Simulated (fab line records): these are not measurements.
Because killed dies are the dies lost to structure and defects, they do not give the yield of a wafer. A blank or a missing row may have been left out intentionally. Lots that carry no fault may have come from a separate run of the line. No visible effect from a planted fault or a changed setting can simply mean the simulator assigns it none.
The same fault as seen by 2 desks :: flow berkeley-cmos170 :: only its own numbers are on each desk; what lay behind them is given at the end

AT THE METROLOGY DESK
Means of the sampled wafers that have a number, per lot and without regard to the tool the lot ran on: this is what the gauges read. Any lot whose mean is over 4 standard deviations away from the usual mean is out of limits and marked OUT; that distance is given in the brackets.
Columns: A = M2_AL_RS at UCB170_M2_RS_MEAS_02, usual 0.0322 ohm/sq; B = M2_AL_THK at UCB170_M2_THK_MEAS_03, usual 906 nm; C = M2_OVL at UCB170_M2_OVL_MEAS_16, usual -1 nm
lot: L490
first seen here: day 8 09:02
A: 0.0324
B: 902
C: -4

lot: L493
first seen here: day 8 17:52
A: 0.0321
B: 908
C: 3

lot: L492
first seen here: day 8 20:12
A: 0.0321
B: 911
C: -5

lot: L491
first seen here: day 8 20:19
A: 0.0325
B: 890
C: -1

lot: L494
first seen here: day 10 05:21
A: 0.0321
B: 909
C: 0

lot: L498
first seen here: day 10 05:36
A: 0.0321
B: 909
C: -8

lot: L496
first seen here: day 10 05:43
A: 0.0321
B: 910
C: -3

lot: L495
first seen here: day 10 05:55
A: 0.0319
B: 909
C: 5

lot: L497
first seen here: day 10 07:07
A: 0.0277 (-14) OUT
B: 1109 (+21) OUT
C: -3

lot: L503
first seen here: day 11 06:24
A: 0.0282 (-12) OUT
B: 1097 (+20) OUT
C: -1

lot: L501
first seen here: day 11 11:21
A: 0.0320
B: 911
C: 0

lot: L504
first seen here: day 11 11:38
A: 0.0237 (-26) OUT
B: 1309 (+42) OUT
C: -6

lot: L508
first seen here: day 12 14:53
A: 0.0324
B: 902
C: -2

lot: L506
first seen here: day 12 17:43
A: 0.0322
B: 905
C: -3
This desk's result: L497, L503, L504 out of limits, first on L497 (M2_AL_RS at UCB170_M2_RS_MEAS_02), day 10 07:07. L490, L493, L492, L491, L494, L498, L496, L495, L501, L508, L506: within limits.

FOR THE TOOL OWNER'S DESK: pvd-sputter-03
The tool's own readings at UCB170_M2_SPUTTER_01 (material Al, target thk 900 nm, time 120 s): means of the sampled wafers that have a number, for each lot that ran on this tool. Any lot whose mean is over 4 standard deviations away from the usual mean is out of limits and marked OUT; that distance is given in the brackets.
Columns: A = throttle-valve-pct at UCB170_M2_SPUTTER_01, usual 29.5 %
lot: L490
first seen here: day 8 08:56
A: 29.2

lot: L493
first seen here: day 8 17:46
A: 29.4

lot: L492
first seen here: day 8 20:06
A: 28.9

lot: L498
first seen here: day 10 05:31
A: 29.5

lot: L497
first seen here: day 10 07:00
A: 29.2

lot: L503
first seen here: day 11 06:19
A: 29.9

lot: L504
first seen here: day 11 11:32
A: 28.9
Finding of this desk: none of the 7 lots has anything out of limits.

BROUGHT TOGETHER
L497, L503, L504 would have let the metrology desk raise an alarm at day 10 07:07.
Nothing out of limits was seen by the tool owner's desk.
The tool owner's desk has L497, L503, L504 on record, within its limits.
UCB170_M2_SPUTTER_01 was run on pvd-sputter-03 by each of the lots named.

WHAT THE SIMULATOR PUT IN
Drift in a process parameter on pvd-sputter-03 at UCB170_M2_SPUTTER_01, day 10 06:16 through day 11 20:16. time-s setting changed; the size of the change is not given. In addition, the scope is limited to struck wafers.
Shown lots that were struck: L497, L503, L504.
Delay in hours, fault start to first out-of-limits reading, per desk: metrology desk 1.
